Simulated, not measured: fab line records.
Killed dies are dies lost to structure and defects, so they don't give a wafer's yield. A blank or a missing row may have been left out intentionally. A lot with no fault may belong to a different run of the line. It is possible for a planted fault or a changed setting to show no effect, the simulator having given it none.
A struck lot beside a sound one | flow berkeleyCmos170 | 15 out of 331 route steps
Sound: these wafers, L279.2, L279.5, L279.6. Struck: wafers L289.1, L289.5 (left out: L289.2, a lot-mate that was not struck); the cause follows at the end.
For every step that has rows: the tool of each side, followed by ch and its chambers, followed by its first start. Under that, the readings that differ: sound wafers | struck wafers | difference of the means | sigmas: that difference in standard deviations of wafers without a fault.
alike: readings with means less than 2 such deviations apart, plus words and numbers identical on both sides. not compared: withheld readings, readings lacking a value on some wafer, bounds such as >300 that could conceal the same value, and numbers that have no deviation in the record and whose values overlap.
The two part at a step that has a row with sigmas, a row that says differs or no value, or rows on one side only. When numbers do not overlap yet have no deviation, they are printed without sigmas and do not part them. A reading that every wafer of one side lacks parts them only if that side has two wafers or more.

first, 1 step without rows for these wafers: UCB170_CONTACT_SOFTBAKE_05 (time 60 s).
UCB170_CONTACT_STRIP_06: strips in O2.
  sound on plasmaAsher-03 ch 0,1, day 8 09:22; struck on plasmaAsher-03 ch 0, day 10 15:32
  alike: drypumpMotorCurrentA, oesProductAu, stripTimeToEndpointS
  not compared: rfHoursCounterH
then, 1 step without rows for these wafers: UCB170_CONTACT_CLEAN_07 (cleans in SPM, time 600 s).
UCB170_CONTACT_RTA_08: time 10 s.
  sound on rtpAnneal-01 ch 0, day 8 09:39; struck on rtpAnneal-01 ch 0, day 10 15:50
  alike: lampPowerPct, wafer_temp_C_max
then, 6 steps without rows for these wafers: UCB170_CONTACT_COAT_09; UCB170_CONTACT_COAT_10 (resist thk 900 nm); UCB170_CONTACT_SOFTBAKE_11 (time 60 s); UCB170_CONTACT_EXPOSE_12 (exposes mask CONT, target cd 700 nm); UCB170_CONTACT_PEB_13; UCB170_CONTACT_DEVELOP_14 (develop time 45 s).
UCB170_CONTACT_CD_MEAS_15: the cd target is 700 nm.
  sound on cdSem-01 at day 8 10:34; struck on cdSem-02 at day 10 17:38
  alike: cdNm
UCB170_CONTACT_OVL_MEAS_16:
  sound on overlay-01 at day 8 10:40; struck on overlay-02 at day 10 17:46
  alike: CONTACT_OVL
UCB170_CONTACT_ETCH_17: etches BARC in N2/H2.
  sound on rieDiel-02 ch 1,2,3, day 8 10:42; struck on rieDiel-01 ch 3, day 10 17:48
reading             | sound             | struck      | difference | sigmas
oesProductAu (a.u.) | 1.003 0.973 0.986 | 0.799 0.802 | -0.187     | -8
rfFwdPowerW (W)     | 495.5 492.5 497.4 | 289.9 291.4 | -204.5     | -97
  alike: drypumpMotorCurrentA, throttleValvePct
UCB170_CONTACT_ETCH_18: etches PSG in CHF3/CF4/Ar, stops on TiSi2, target depth 840 nm, time 195 s.
  sound: rieDiel-02 ch 1,2,3; struck: rieDiel-01 ch 3
  alike: drypumpMotorCurrentA, oesProductAu, rfFwdPowerW, throttleValvePct
  not compared: rfHoursCounterH
UCB170_M3_PROBE_99:
  sound wafers here have rows in the record (prober-02, day 9 04:28); struck ones have none

WHERE THEY PART
At UCB170_CONTACT_ETCH_17 first; at UCB170_M3_PROBE_99 last (within this record only).

WHY: what had been put in by the simulator
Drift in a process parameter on rieDiel-01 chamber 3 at UCB170_CONTACT_ETCH_17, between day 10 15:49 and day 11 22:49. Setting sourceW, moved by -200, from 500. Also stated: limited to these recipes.
